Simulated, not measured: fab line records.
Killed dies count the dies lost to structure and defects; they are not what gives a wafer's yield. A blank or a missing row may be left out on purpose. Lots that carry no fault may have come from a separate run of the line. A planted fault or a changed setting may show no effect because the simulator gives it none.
Struck lot and sound lot, side by side -- flow rit cmos -- 16 out of 202 route steps
Sound: the wafers L870.1, L870.2, L870.3. Wafers struck: L874.1, L874.2, L874.4. The cause comes at the end.
Each step with rows lists, per side, the tool, then ch with its chambers, then its first start. Under that, the readings that differ: sound wafers -- struck wafers -- difference of the means -- sigmas: that difference in standard deviations of wafers without a fault.
alike: readings with means less than 2 such deviations apart, plus words and numbers identical on both sides. not compared: withheld readings, readings lacking a value on some wafer, bounds such as >300 that could conceal the same value, and numbers that have no deviation in the record and whose values overlap.
Wherever a step has rows on one side only, a row that says differs or no value, or a row with sigmas, the two part there. When numbers do not overlap yet have no deviation, they are printed without sigmas and do not part them. Lack of a reading on every wafer of one side parts them only where that side has two or more wafers.

RIT_ACTIVE_BOW_MEAS_00:
  sound: film metro-01 at day 3 02:00; struck: film metro-04 at day 3 22:00
  alike: INCOMING_BOW
then, 1 step without rows for these wafers: RIT_ACTIVE_OXIDATION_01 (target thk 46.8 nm, ox time 3417 s).
RIT_ACTIVE_THK_MEAS_02:
  sound: film metro-03 at day 3 05:53; struck: film metro-04 at day 4 01:13
  alike: ACTIVE_OXIDE_THK
then, 1 step without rows for these wafers: RIT_ACTIVE_CVD_03 (deposits Si3N4 from SiH2Cl2/NH3, target thk 150 nm, time 1500 s).
RIT_ACTIVE_THK_MEAS_04:
  sound: film metro-04 at day 3 07:22; struck: film metro-01 at day 4 02:41
  alike: ACTIVE_NITRIDE_THK
then, 1 step without rows for these wafers: RIT_ACTIVE_HMDS_05 (prime time 60 s).
RIT_ACTIVE_COAT_06: resist thk 1000 nm.
  sound on litho track-01 ch 0, day 3 07:35; struck on litho track-01 ch 0, day 4 02:53
reading,sound,struck,difference,sigmas
spin speed rpm (rpm),3255.0 3253.9 3250.9,3771.4 3767.1 3762.6,+513.8,+99 or more
model.NOVOLAK_of_ACTIVE_COAT_06.thk nm (nm),1001 1004 1004,926.8 926.3 925.8,-76.7,
then, 4 steps without rows for these wafers: RIT_ACTIVE_SOFTBAKE_07 (time 60 s); RIT_ACTIVE_EXPOSE_08 (exposes mask M1, target cd 1400 nm); RIT_ACTIVE_PEB_09; RIT_ACTIVE_DEVELOP_10 (develop time 50 s).
RIT_ACTIVE_CD_MEAS_11: target cd 1400 nm.
  sound: cd sem-02 at day 3 08:25; struck: cd sem-02 at day 4 03:43
reading,sound,struck,difference,sigmas
cd nm (nm),1397.1 1400.1 1399.7,1391.2 1394.6 1392.3,-6.3,-3
then, 1 step without rows for these wafers: RIT_ACTIVE_HARDBAKE_12 (time 60 s).
RIT_ACTIVE_ETCH_13: etches Si3N4 in SF6, stops on SiO2, time 210 s, target depth 210 nm.
  sound on rie diel-01 ch 0,1,3, day 3 08:41; struck on rie diel-02 ch 1,2,3, day 4 03:59
reading,sound,struck,difference,sigmas
model.NOVOLAK_of_ACTIVE_COAT_06.thk nm (nm),657.5 650.2 659.8,581.8 589.1 584.1,-70.8,
model.ACTIVE.cd nm (nm),1397 1400 1399,1391 1395 1392,-6,
  alike: drypump motor current A, oes product au, rf fwd power W, throttle valve pct
  not compared: rf hours counter h
RIT_ACTIVE_STRIP_14: strips in O2, time 180 s.
  sound on plasma asher-02 ch 0,1, day 3 08:50; struck on plasma asher-04 ch 0,1, day 4 04:07
  alike: drypump motor current A
  not compared: rf hours counter h
RIT_M1_PROBE_99:
  sound: prober-01 at day 5 05:39; struck: prober-02 at day 6 02:56
  alike: killed at front end, killed dies, killed open, killed short

== WHERE THEY PART ==
Last at RIT_ACTIVE_CD_MEAS_11 as far as this record goes, first at RIT_ACTIVE_COAT_06. Later steps at which nothing parts them and some readings are alike: RIT_ACTIVE_ETCH_13, RIT_ACTIVE_STRIP_14, RIT_M1_PROBE_99.

WHY: the cause the simulator had injected
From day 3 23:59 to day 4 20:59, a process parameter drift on litho track-01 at RIT_ACTIVE_COAT_06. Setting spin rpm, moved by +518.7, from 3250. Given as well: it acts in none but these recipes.
